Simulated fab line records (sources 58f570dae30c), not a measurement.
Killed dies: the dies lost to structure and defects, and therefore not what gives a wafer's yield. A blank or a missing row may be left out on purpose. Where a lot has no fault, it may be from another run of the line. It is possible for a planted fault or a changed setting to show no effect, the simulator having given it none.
Struck lot and sound lot, side by side ; flow berkeley-cmos170 ; 15 steps out of a route of 331
Sound: wafers L584.3, L584.4, L584.6. Struck: wafers L592.1, L592.2, L592.4. At the end, the cause is stated.
Each step with rows lists, per side, the tool, then ch with its chambers, then its first start. Under that, the readings that differ: sound wafers ; struck wafers ; difference of the means ; sigmas: that difference in standard deviations of wafers without a fault.
alike: readings with means less than 2 such deviations apart, plus words and numbers identical on both sides. not compared: withheld readings, readings lacking a value on some wafer, bounds such as >300 that could conceal the same value, and numbers that have no deviation in the record and whose values overlap.
The two part at a step that has a row with sigmas, a row that says differs or no value, or rows on one side only. Numbers that don't overlap but have no deviation are shown without sigmas and don't part them. Lack of a reading on every wafer of one side parts them only where that side has two or more wafers.

UCB170_GATE_CD_MEAS_12: target cd 350 nm.
  sound on cd-sem-01 at day 7 21:28; struck on cd-sem-01 at day 9 22:22
  alike: cd-nm
UCB170_GATE_OVL_MEAS_13:
  sound on overlay-01 at day 7 21:34; struck on overlay-02 at day 9 22:29
reading;sound;struck;difference;sigmas
GATE_OVL (nm);4 1 14;-11 -6 -5;-14;-2
UCB170_GATE_ETCH_14: etches BARC in N2/H2.
  sound on rie-diel-02 ch 0,3, day 7 21:35; struck on rie-diel-04 ch 0,1,2, day 9 22:31
  alike: drypump-motor-current-A, oes-product-au, throttle-valve-pct
UCB170_GATE_ETCH_15: etches poly-Si in HBr/Cl2, stops on SiO2, time 56.3 s, target depth 278.2 nm.
  sound on rie-si-02 ch 1,2,3, day 7 21:37; struck on rie-si-01 ch 0,1,2, day 9 22:34
  alike: drypump-motor-current-A, oes-product-au, throttle-valve-pct
  not compared: rf-hours-counter-h
UCB170_GATE_STRIP_16: strips in O2.
  sound on plasma-asher-04 ch 0,1, day 7 21:42; struck on plasma-asher-02 ch 0,1, day 9 22:37
  alike: drypump-motor-current-A, oes-product-au
  not compared: rf-hours-counter-h
UCB170_GATE_CD_MEAS_90: target cd 350 nm.
  sound on cd-sem-02 at day 7 21:52; struck on cd-sem-01 at day 9 22:43
  alike: cd-nm
then, 6 steps without rows for these wafers: UCB170_GATE_CLEAN_17 (cleans in SPM, time 600 s); UCB170_PLDD_HMDS_00 (prime time 60 s); UCB170_PLDD_COAT_01 (resist thk 900 nm); UCB170_PLDD_SOFTBAKE_02 (time 60 s); UCB170_PLDD_EXPOSE_03 (exposes mask PSELECT, target cd 1200 nm); UCB170_PLDD_PEB_04.
UCB170_PLDD_DEVELOP_05: develop time 45 s.
  sound on litho-track-02 ch 0, day 7 22:00; struck on litho-track-02 ch 0, day 9 23:00
reading;sound;struck;difference;sigmas
developer-temp-C (C);20.85 20.82 20.99;20.18 20.19 20.18;-0.70;-7
UCB170_PLDD_CD_MEAS_06: target cd 1200 nm.
  sound on cd-sem-02 at day 7 23:07; struck on cd-sem-02 at day 10 00:06
  alike: cd-nm
UCB170_M3_PROBE_99:
  the record holds rows for the sound wafers here (prober-01, day 9 18:18) but none for the struck ones

## WHERE THEY PART
Last at UCB170_M3_PROBE_99 as far as this record goes, first at UCB170_GATE_OVL_MEAS_13.

WHY: what had been put in by the simulator
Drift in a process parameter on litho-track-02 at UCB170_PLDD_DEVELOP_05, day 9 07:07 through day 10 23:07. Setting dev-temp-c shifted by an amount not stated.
